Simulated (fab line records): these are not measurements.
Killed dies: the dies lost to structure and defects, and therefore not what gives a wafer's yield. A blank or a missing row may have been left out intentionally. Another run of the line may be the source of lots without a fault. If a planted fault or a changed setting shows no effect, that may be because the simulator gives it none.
fab line records    flow rit_cmos
record: lots: 5  wafers: 23
route steps=202 shown NSD@132 CONTACT@168 M1@184
start_h: hours from the record's first day to the start of the lot's first wafer shown    wait_h: time in hours since the lot's previous step    " unchanged from the row above    L1.1+2: a row that stands for several wafers    - no value, or no start was given    * or withheld: withheld    < > ~ a bound
route shown NAME@n: NAME is a module with steps in the file, n the number in the route of the first one    usual: the fault-free wafers' mean and standard deviation    same: alike in all rows    chamber/n: place in a boat    sites: per-site readings    _std_site: the standard deviation of these    _edge_site: mean of outer sites minus mean of inner sites    radius_mm: for every site, how far away it sits from the centre of the wafer    mask NAME#n: copy n    behind: tool/chamber where the wafer was last shaped    hold: reason for holding the lot/hours on hold/outcome of the hold    device: which transistor (n, p or np) failed to switch    end of line: tests run on the same wafers once the route is complete    a step without rows: its recipe alone    killed: the dies lost at the first sort to structure and to defects; this is not the yield of the wafer    map: shows each die of a wafer: x if killed, . if not, _ if none is there
set.NAME: the setting that was run; set.NAME@STEP: the one run at that earlier step    model.NAME: the simulator's own value behind a step, which no gauge read
lots run with intentionally changed settings; tables by step, rows by wafer
== steps ==
step: RIT_NSD_COAT_01
recipe: resist: NOVOLAK  spin_rpm: 3250  resist_thk_nm: 1000
lot.wafer  tool            chamber  start_h  wait_h  set.resist_thk_nm  model.NOVOLAK_of_NSD_COAT_01.thk_nm
L074.1+3   litho_track-02  0        48.08    0.1     1000               1006
L074.4     "               0        "        "       972.9              975.7
L074.5     "               0        "        "       1000               1003
L074.6     "               0        "        "       972.9              978.4
L078.2     litho_track-02  0        67.52    0.1     1000               1004
L078.4     "               0        "        "       1000               1003
L078.6     "               0        "        "       1000               1001
L079.1     litho_track-02  0        73.36    0.1     1000               1001
L079.2     "               0        "        "       1000               1004
L079.3     "               0        "        "       941.6              945.6
L079.4     "               0        "        "       941.6              941.3
L079.5     "               0        "        "       941.6              944.4
L081.1     litho_track-02  0        82.18    0.1     1025               1023
L081.2     "               0        "        "       1000               999.4
L081.4     "               0        "        "       1000               999
L081.5     "               0        "        "       1000               1000
L081.6     "               0        "        "       1025               1026
L084.1     litho_track-03  0        101.45   0.1     1000               1007
L084.2+3   "               0        "        "       1000               1004
L084.4     "               0        "        "       1000               1009
L084.6     "               0        "        "       1000               1006
step: RIT_NSD_SOFTBAKE_02
recipe: resist: NOVOLAK  temp_c: 90  time_s: 60
step: RIT_NSD_EXPOSE_03
recipe: mask_id: M9  na: 0.57  target_cd_nm: 40700  dose_mj: 250
step: RIT_NSD_DEVELOP_05
recipe: resist: NOVOLAK  develop_time_s: 50  dev_temp_c: 23
step: RIT_NSD_HARDBAKE_07
recipe: resist: NOVOLAK  temp_c: 140  time_s: 60
lot.wafer  tool            chamber  start_h  wait_h  set.resist_thk_nm@NSD_COAT_01  model.NOVOLAK_of_NSD_COAT_01.thk_nm
L074.1     litho_track-02  0        48.94    0.0     1000                           888.9
L074.3     "               0        "        "       1000                           889.2
L074.4     "               0        "        "       972.9                          862.5
L074.5     "               0        "        "       1000                           886.1
L074.6     "               0        "        "       972.9                          864.9
L078.2     litho_track-01  0        68.38    0.0     1000                           886.9
L078.4     "               0        "        "       1000                           886.6
L078.6     "               0        "        "       1000                           884.2
L079.1     litho_track-02  0        74.23    0.0     1000                           884.3
L079.2     "               0        "        "       1000                           887.3
L079.3     "               0        "        "       941.6                          836.2
L079.4     "               0        "        "       941.6                          832.4
L079.5     "               0        "        "       941.6                          835.2
L081.1     litho_track-02  0        83.04    0.0     1025                           903.9
L081.2     "               0        "        "       1000                           883.3
L081.4     "               0        "        "       1000                           882.9
L081.5     "               0        "        "       1000                           884.1
L081.6     "               0        "        "       1025                           906.3
L084.1     litho_track-01  0        102.36   0.0     1000                           889.5
L084.2     "               0        "        "       1000                           887.2
L084.3     "               0        "        "       1000                           887
L084.4     "               0        "        "       1000                           891.5
L084.6     "               0        "        "       1000                           889.2
step: RIT_CONTACT_CVD_00
recipe: material: SiO2  target_thk_nm: 400  precursor: TEOS  temp_c: 390  time_s: 61  rf_w: 400
lot.wafer  tool      chamber  start_h  wait_h  set.time_s  model.SiO2_of_CONTACT_CVD_00.thk_nm
L074.1+3   pecvd-01  0,2      52.41    0.1     56.25       -
L074.4     "         1        "        "       56.25       371.9
L074.5     "         0        "        "       61          402.8
L074.6     "         2        "        "       61          399.8
L078.2     pecvd-03  1        71.73    0.0     61          398.4
L078.4     "         2        "        "       61          402.1
L078.6     "         1        "        "       61          405.7
L079.1     pecvd-04  1        77.80    0.1     67.11       440.2
L079.2     "         0        "        "       61          397.8
L079.3     "         2        "        "       61          406.8
L079.4+5   "         2,1      "        "       67.11       -
L081.1     pecvd-03  1        86.61    0.1     52.87       348.1
L081.2     "         2        "        "       52.87       341
L081.4     "         0        "        "       61          405.5
L081.5     "         1        "        "       61          396.6
L081.6     "         2        "        "       61          399.4
L084.1     pecvd-03  2        105.74   0.1     61          397.8
L084.2     "         0        "        "       65.74       -
L084.3     "         1        "        "       61          -
L084.4     "         1        "        "       65.74       431.5
L084.6     "         0        "        "       65.74       441.7
step: RIT_CONTACT_THK_MEAS_01
recipe: reads: SiO2_of_CONTACT_CVD_00
usual: CONTACT_TEOS_THK: 400/5.4
lot.wafer  tool           chamber  start_h  wait_h  set.time_s@CONTACT_CVD_00  CONTACT_TEOS_THK[nm]
L074.1     film_metro-03  -        52.46    0.0     56.25                      373
L074.3     "              -        "        "       56.25                      365
L074.4     "              -        "        "       56.25                      372
L074.5     "              -        "        "       61                         403
L074.6     "              -        "        "       61                         399
L078.2     film_metro-03  -        71.79    0.0     61                         398
L078.4     "              -        "        "       61                         402
L078.6     "              -        "        "       61                         405
L079.1     film_metro-04  -        77.86    0.0     67.11                      440
L079.2     "              -        "        "       61                         398
L079.3     "              -        "        "       61                         407
L079.4     "              -        "        "       67.11                      452
L079.5     "              -        "        "       67.11                      450
L081.1     film_metro-01  -        86.66    0.0     52.87                      348
L081.2     "              -        "        "       52.87                      341
L081.4     "              -        "        "       61                         406
L081.5     "              -        "        "       61                         396
L081.6     "              -        "        "       61                         399
L084.1     film_metro-01  -        105.79   0.0     61                         398
L084.2     "              -        "        "       65.74                      431
L084.3     "              -        "        "       61                         397
L084.4     "              -        "        "       65.74                      432
L084.6     "              -        "        "       65.74                      442
step: RIT_CONTACT_EXPOSE_05
recipe: mask_id: M11  na: 0.6  source_shape: conventional  sigma_outer: 0.5  target_cd_nm: 1000  dose_mj: 250
lot.wafer       tool              chamber  start_h  wait_h  mask   set.dose_mj
L074.1+3+4+5+6  iline_stepper-01  0        53.10    0.2     M11#0  250
L078.2+4+6      iline_stepper-01  0        72.53    0.1     M11#0  250
L079.1+2+3+4+5  iline_stepper-02  0        78.49    0.2     M11#0  250
L081.1+5        iline_stepper-01  0        87.17    0.1     M11#0  242.7
L081.2+4+6      "                 0        "        "       M11#0  250
L084.1+2        iline_stepper-02  0        106.42   0.2     M11#0  250
L084.3+4+6      "                 0        "        "       M11#0  256
step: RIT_CONTACT_PEB_06
recipe: resist: NOVOLAK  temp_c: withheld  time_s: withheld
step: RIT_CONTACT_DEVELOP_07
recipe: resist: NOVOLAK  develop_time_s: 120  dev_temp_c: 23
step: RIT_CONTACT_CD_MEAS_08
recipe: target_cd_nm: 1000
usual: cd_nm: 1000.0/1.5
lot.wafer  tool       chamber  start_h  wait_h  set.dose_mj@CONTACT_EXPOSE_05  cd_nm
L074.1     cd_sem-02  -        53.61    -       250                            996.8
L074.3     "          -        "        "       250                            996.7
L074.4     "          -        "        "       250                            998.1
L074.5     "          -        "        "       250                            996.8
L074.6     "          -        "        "       250                            1000.3
L078.2     cd_sem-02  -        73.05    -       250                            998.5
L078.4     "          -        "        "       250                            999.0
L078.6     "          -        "        "       250                            997.3
L079.1     cd_sem-02  -        79.01    -       250                            999.8
L079.2     "          -        "        "       250                            999.9
L079.3     "          -        "        "       250                            1000.0
L079.4     "          -        "        "       250                            1000.8
L079.5     "          -        "        "       250                            1000.0
L081.1     cd_sem-02  -        87.69    -       242.7                          991.7
L081.2     "          -        "        "       250                            1001.4
L081.4     "          -        "        "       250                            1000.0
L081.5     "          -        "        "       242.7                          990.9
L081.6     "          -        "        "       250                            1000.0
L084.1     cd_sem-02  -        106.94   -       250                            1000.5
L084.2     "          -        "        "       250                            998.8
L084.3     "          -        "        "       256                            1004.9
L084.4     "          -        "        "       256                            1003.8
L084.6     "          -        "        "       256                            1005.6
step: RIT_CONTACT_ETCH_11
recipe: target_depth_a: 4800  over_etch_frac: 0.2  stop_on: TiSi2  chemistry: CHF3/CF4/Ar  target: SiO2  CHF3_flow_sccm: 50  cf4_flow_sccm: 10  Ar_flow_sccm: 100  O2_flow_sccm: 5  pressure_mtorr: 100  rf_w: 200  time_s: 320
lot.wafer  tool         chamber  start_h  wait_h  set.time_s  set.time_s@CONTACT_CVD_00  model.etch.depth_nm  model.CONTACT.feature_depth_nm
L074.1     rie_diel-03  0        53.92    0.1     334.7       56.25                      -                    372.4
L074.3     "            2        "        "       320         56.25                      -                    364.8
L074.4     "            3        "        "       320         56.25                      371.9                371.9
L074.5     "            3        "        "       334.7       61                         402.8                402.8
L074.6     "            2        "        "       320         61                         399.8                399.8
L078.2     rie_diel-02  0        73.33    0.1     320         61                         398.4                398.4
L078.4     "            2        "        "       320         61                         402.1                402.1
L078.6     "            0        "        "       320         61                         405.7                405.7
L079.1     rie_diel-03  2        79.31    0.1     304.3       67.11                      440.2                440.2
L079.2     "            0        "        "       320         61                         397.8                397.8
L079.3     "            1        "        "       304.3       61                         406.8                406.8
L079.4     "            3        "        "       320         67.11                      -                    452.7
L079.5     "            2        "        "       304.3       67.11                      -                    450.4
L081.1     rie_diel-01  3        87.99    0.1     346         52.87                      348.1                348.1
L081.2     "            1        "        "       346         52.87                      341                  341
L081.4     "            2        "        "       320         61                         405.5                405.5
L081.5     "            3        "        "       346         61                         396.6                396.6
L081.6     "            2        "        "       320         61                         399.4                399.4
L084.1     rie_diel-02  0        107.24   0.1     334.9       61                         397.8                397.8
L084.2     "            2        "        "       320         65.74                      -                    431
L084.3     "            3        "        "       334.9       61                         -                    396.8
L084.4     "            1        "        "       334.9       65.74                      431.5                431.5
L084.6     "            1        "        "       320         65.74                      441.7                441.7
step: RIT_CONTACT_STRIP_12
recipe: chemistry: O2  time_s: 180  resist: NOVOLAK  platen_temp_c: withheld  power_w: 500  pressure_mtorr: 4000  o2_flow_sccm: 4000
step: RIT_CONTACT_CD_MEAS_90
recipe: target_cd_nm: 1000
usual: cd_nm: 1000.1/1.6
lot.wafer  tool       chamber  start_h  wait_h  set.dose_mj@CONTACT_EXPOSE_05  cd_nm
L074.1     cd_sem-02  -        54.29    0.1     250                            996.7
L074.3     "          -        "        "       250                            996.8
L074.4     "          -        "        "       250                            998.4
L074.5     "          -        "        "       250                            996.6
L074.6     "          -        "        "       250                            1000.3
L078.2     cd_sem-02  -        73.72    0.1     250                            998.6
L078.4     "          -        "        "       250                            998.9
L078.6     "          -        "        "       250                            997.2
L079.1     cd_sem-02  -        79.68    0.1     250                            1000.4
L079.2     "          -        "        "       250                            999.3
L079.3     "          -        "        "       250                            1000.2
L079.4     "          -        "        "       250                            1001.0
L079.5     "          -        "        "       250                            999.9
L081.1     cd_sem-02  -        88.36    0.1     242.7                          992.0
L081.2     "          -        "        "       250                            1001.6
L081.4     "          -        "        "       250                            1000.0
L081.5     "          -        "        "       242.7                          991.0
L081.6     "          -        "        "       250                            1000.6
L084.1     cd_sem-02  -        107.61   0.1     250                            1000.8
L084.2     "          -        "        "       250                            998.8
L084.3     "          -        "        "       256                            1004.7
L084.4     "          -        "        "       256                            1004.5
L084.6     "          -        "        "       256                            1006.4
step: RIT_M1_SPUTTER_00
recipe: material: Al  target_thk_nm: 400  power_w: 2000  chamber_pressure_pa: 0.4  gas: Ar  time_s: 500  substrate_temp_c: 25
lot.wafer  tool            chamber  start_h  wait_h  set.power_w  model.Al_of_M1_SPUTTER_00.thk_nm
L074.1     pvd_sputter-03  -        54.78    0.0     1826         362.6
L074.3     "               -        "        "       1826         360
L074.4     "               -        "        "       2000         398.7
L074.5     "               -        "        "       2000         395.7
L074.6     "               -        "        "       2000         392.2
L078.2     pvd_sputter-03  -        74.17    0.0     2000         395.2
L078.4     "               -        "        "       2000         393.5
L078.6     "               -        "        "       2000         398.5
L079.1     pvd_sputter-01  -        80.17    0.0     2000         402.6
L079.2     "               -        "        "       2000         397.2
L079.3     "               -        "        "       2000         405
L079.4     "               -        "        "       1854         373.1
L079.5     "               -        "        "       1854         374.2
L081.1     pvd_sputter-01  -        88.85    0.0     2000         397.1
L081.2     "               -        "        "       2000         394
L081.4     "               -        "        "       2000         398.2
L081.5     "               -        "        "       2000         393.5
L081.6     "               -        "        "       2000         399.9
L084.1     pvd_sputter-03  -        108.08   0.0     2000         402.6
L084.2     "               -        "        "       1813         361
L084.3     "               -        "        "       1813         358.7
L084.4     "               -        "        "       2000         401.4
L084.6     "               -        "        "       2000         404.2
step: RIT_M1_RS_MEAS_01
recipe: thk_meas_gauge: four-point-probe  reads: Al_of_M1_SPUTTER_00
usual: M1_AL_RS: 0.0736/0.00092
lot.wafer  tool           chamber  start_h  wait_h  set.power_w@M1_SPUTTER_00  M1_AL_RS[ohm/sq]
L074.1     film_metro-01  -        55.07    0.1     1826                       0.0810
L074.3     "              -        "        "       1826                       0.0816
L074.4     "              -        "        "       2000                       0.0736
L074.5     "              -        "        "       2000                       0.0742
L074.6     "              -        "        "       2000                       0.0748
L078.2     film_metro-04  -        74.49    0.2     2000                       0.0745
L078.4     "              -        "        "       2000                       0.0748
L078.6     "              -        "        "       2000                       0.0739
L079.1     film_metro-04  -        80.46    0.1     2000                       0.0733
L079.2     "              -        "        "       2000                       0.0741
L079.3     "              -        "        "       2000                       0.0728
L079.4     "              -        "        "       1854                       0.0791
L079.5     "              -        "        "       1854                       0.0788
L081.1     film_metro-01  -        89.14    0.1     2000                       0.0739
L081.2     "              -        "        "       2000                       0.0743
L081.4     "              -        "        "       2000                       0.0737
L081.5     "              -        "        "       2000                       0.0745
L081.6     "              -        "        "       2000                       0.0734
L084.1     film_metro-04  -        108.38   0.1     2000                       0.0732
L084.2     "              -        "        "       1813                       0.0817
L084.3     "              -        "        "       1813                       0.0821
L084.4     "              -        "        "       2000                       0.0732
L084.6     "              -        "        "       2000                       0.0728
step: RIT_M1_THK_MEAS_02
recipe: thk_meas_gauge: xrf  reads: Al_of_M1_SPUTTER_00
usual: M1_AL_THK: 393/4.8
lot.wafer  tool           chamber  start_h  wait_h  set.power_w@M1_SPUTTER_00  M1_AL_THK[nm]
L074.1     film_metro-01  -        55.19    0.1     1826                       357
L074.3     "              -        "        "       1826                       355
L074.4     "              -        "        "       2000                       392
L074.5     "              -        "        "       2000                       392
L074.6     "              -        "        "       2000                       387
L078.2     film_metro-04  -        74.60    0.1     2000                       387
L078.4     "              -        "        "       2000                       387
L078.6     "              -        "        "       2000                       393
L079.1     film_metro-04  -        80.58    0.1     2000                       397
L079.2     "              -        "        "       2000                       391
L079.3     "              -        "        "       2000                       397
L079.4     "              -        "        "       1854                       368
L079.5     "              -        "        "       1854                       368
L081.1     film_metro-01  -        89.26    0.1     2000                       391
L081.2     "              -        "        "       2000                       386
L081.4     "              -        "        "       2000                       394
L081.5     "              -        "        "       2000                       388
L081.6     "              -        "        "       2000                       395
L084.1     film_metro-04  -        108.50   0.1     2000                       394
L084.2     "              -        "        "       1813                       356
L084.3     "              -        "        "       1813                       352
L084.4     "              -        "        "       2000                       395
L084.6     "              -        "        "       2000                       398
step: RIT_M1_METAL_ETCH_12
recipe: stop_on: SiO2  chemistry: Cl2/BCl3  target: Al  time_s: 165  over_etch_frac: 0.5  pressure_mtorr: 100  target_depth_a: 6000  rf_w: 250  Cl2_flow_sccm: 60  bcl3_flow_sccm: 50
usual: oes_product_au: 0.773/0.012
lot.wafer  tool          chamber  start_h  wait_h  set.rf_w  set.power_w@M1_SPUTTER_00  oes_product_au  model.NOVOLAK_of_M1_COAT_04.thk_nm
L074.1     rie_metal-04  0        56.66    0.2     239.5     1826                       0.721           -
L074.3     "             0        "        "       250       1826                       0.722           -
L074.4     "             1        "        "       250       2000                       0.772           815
L074.5     "             1        "        "       239.5     2000                       0.774           823.3
L074.6     "             0        "        "       239.5     2000                       0.756           830.5
L078.2     rie_metal-01  0        76.06    0.2     250       2000                       0.786           824.5
L078.4     "             0        "        "       250       2000                       0.784           826.2
L078.6     "             0        "        "       250       2000                       0.782           822.3
L079.1     rie_metal-03  0        81.93    0.2     250       2000                       0.778           808.2
L079.2     "             1        "        "       265       2000                       0.761           780.6
L079.3     "             1        "        "       265       2000                       0.771           779.4
L079.4     "             0        "        "       250       1854                       0.748           -
L079.5     "             1        "        "       265       1854                       0.731           -
L081.1     rie_metal-01  0        90.96    0.2     250       2000                       0.788           820.5
L081.2     "             1        "        "       258.6     2000                       0.763           797.7
L081.4     "             1        "        "       250       2000                       0.773           806.7
L081.5     "             0        "        "       258.6     2000                       0.783           810.8
L081.6     "             1        "        "       258.6     2000                       0.764           790.9
L084.1     rie_metal-01  0        109.98   0.2     250       2000                       0.796           822.1
L084.2     "             0        "        "       273.8     1813                       0.748           -
L084.3     "             0        "        "       250       1813                       0.749           -
L084.4     "             0        "        "       273.8     2000                       0.802           796.2
L084.6     "             0        "        "       250       2000                       0.795           821.7
step: RIT_M1_STRIP_13
recipe: chemistry: nmp  resist: NOVOLAK  temp_c: 80  time_s: 600  dry: n2_spin
step: RIT_M1_STRIP_14
recipe: chemistry: O2  time_s: 180  platen_temp_c: withheld  power_w: 500  pressure_mtorr: 4000  o2_flow_sccm: 4000
step: RIT_M1_ANNEAL_15
recipe: temp_c: 450  time_s: 1800  ambient: forming_gas_H2N2
step: RIT_M1_PROBE_99
lot.wafer  tool       chamber  start_h  wait_h  set.temp_c@SPACER_CVD_03  model.etest.nplus_sal.width_nm
L074.1     prober-02  -        58.93    0.1     810                       3432
L074.3     prober-02  -        59.03    0.2     810                       3458
L074.4     prober-02  -        59.08    0.2     810                       3442
L074.5     prober-02  -        59.13    0.2     810                       3418
L074.6     prober-02  -        59.18    0.2     810                       3457
L078.2     prober-02  -        78.36    0.1     810                       3444
L078.4     prober-02  -        78.46    0.2     810                       3443
L078.6     prober-02  -        78.56    0.2     810                       3456
L081.1     prober-01  -        93.28    0.1     823.6                     3235
L081.2     prober-01  -        93.33    0.1     823.6                     3242
L081.4     prober-01  -        93.43    0.2     823.6                     3224
L081.5+6   prober-01  -        93.48    0.2     823.6                     3245
L084.1     prober-02  -        112.50   0.1     818.4                     3338
L084.2     prober-02  -        112.55   0.1     818.4                     3344
L084.3     prober-02  -        112.60   0.2     818.4                     3341
L084.4     prober-02  -        112.65   0.2     818.4                     3349
L084.6     prober-02  -        112.75   0.2     818.4                     3332
killed by level:class
L078.2 GATE:geometric_particle:short=2 GATE:geometric_particle:open=1 SPACER:geometric_particle:open=1 SPACER:geometric_particle:short=1
L078.4 FOX1:geometric_particle:open=1 GATE:geometric_particle:short=1 SPACER:geometric_particle:short=1 SILICIDE:geometric_particle:short=1
L078.6 GATE:geometric_particle:short=2 SPACER:geometric_particle:open=2 REOX:geometric_particle:open=1 REOX:geometric_particle:short=1 SPACER:geometric_particle:short=1 CONTACT:geometric_particle:short=1
== key ==
split: step: RIT_NSD_COAT_01  setting: resist_thk_nm  stated: 1000  by: wafer
response: step: RIT_NSD_COAT_01  reading: model.NOVOLAK_of_NSD_COAT_01.thk_nm  change: +10.1  per: 1%  r: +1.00
response: step: RIT_NSD_HARDBAKE_07  reading: model.NOVOLAK_of_NSD_COAT_01.thk_nm  change: +8.79  per: 1%  r: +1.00
split: step: RIT_CONTACT_CVD_00  setting: time_s  stated: 61  by: wafer
response: step: RIT_CONTACT_CVD_00  reading: model.SiO2_of_CONTACT_CVD_00.thk_nm  change: +4.16  per: 1%  r: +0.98
response: step: RIT_CONTACT_THK_MEAS_01  reading: CONTACT_TEOS_THK  change: +4.35  per: 1%  r: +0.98
response: step: RIT_CONTACT_ETCH_11  reading: model.etch.depth_nm  change: +4.16  per: 1%  r: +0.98
response: step: RIT_CONTACT_ETCH_11  reading: model.CONTACT.feature_depth_nm  change: +4.36  per: 1%  r: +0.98
split: step: RIT_CONTACT_EXPOSE_05  setting: dose_mj  stated: 250  by: wafer
response: step: RIT_CONTACT_CD_MEAS_08  reading: cd_nm  change: +2.73  per: 1%  r: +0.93
response: step: RIT_CONTACT_CD_MEAS_90  reading: cd_nm  change: +2.79  per: 1%  r: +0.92
split: step: RIT_CONTACT_ETCH_11  setting: time_s  stated: 320  by: wafer
response none clear
split: step: RIT_M1_SPUTTER_00  setting: power_w  stated: 2000  by: wafer
response: step: RIT_M1_SPUTTER_00  reading: model.Al_of_M1_SPUTTER_00.thk_nm  change: +4.17  per: 1%  r: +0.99
response: step: RIT_M1_RS_MEAS_01  reading: M1_AL_RS  change: -0.000855  per: 1%  r: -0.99
response: step: RIT_M1_THK_MEAS_02  reading: M1_AL_THK  change: +4.1  per: 1%  r: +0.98
response: step: RIT_M1_METAL_ETCH_12  reading: oes_product_au  change: +0.00499  per: 1%  r: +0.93
split: step: RIT_M1_METAL_ETCH_12  setting: rf_w  stated: 250  by: wafer
response: step: RIT_M1_METAL_ETCH_12  reading: model.NOVOLAK_of_M1_COAT_04.thk_nm  change: -3.32  per: 1%  r: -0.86
split outside_this_file step=RIT_SPACER_CVD_03 setting=temp_c
split outside_this_file: this setting was split too, and the file shows its column; the key of that split is in another file
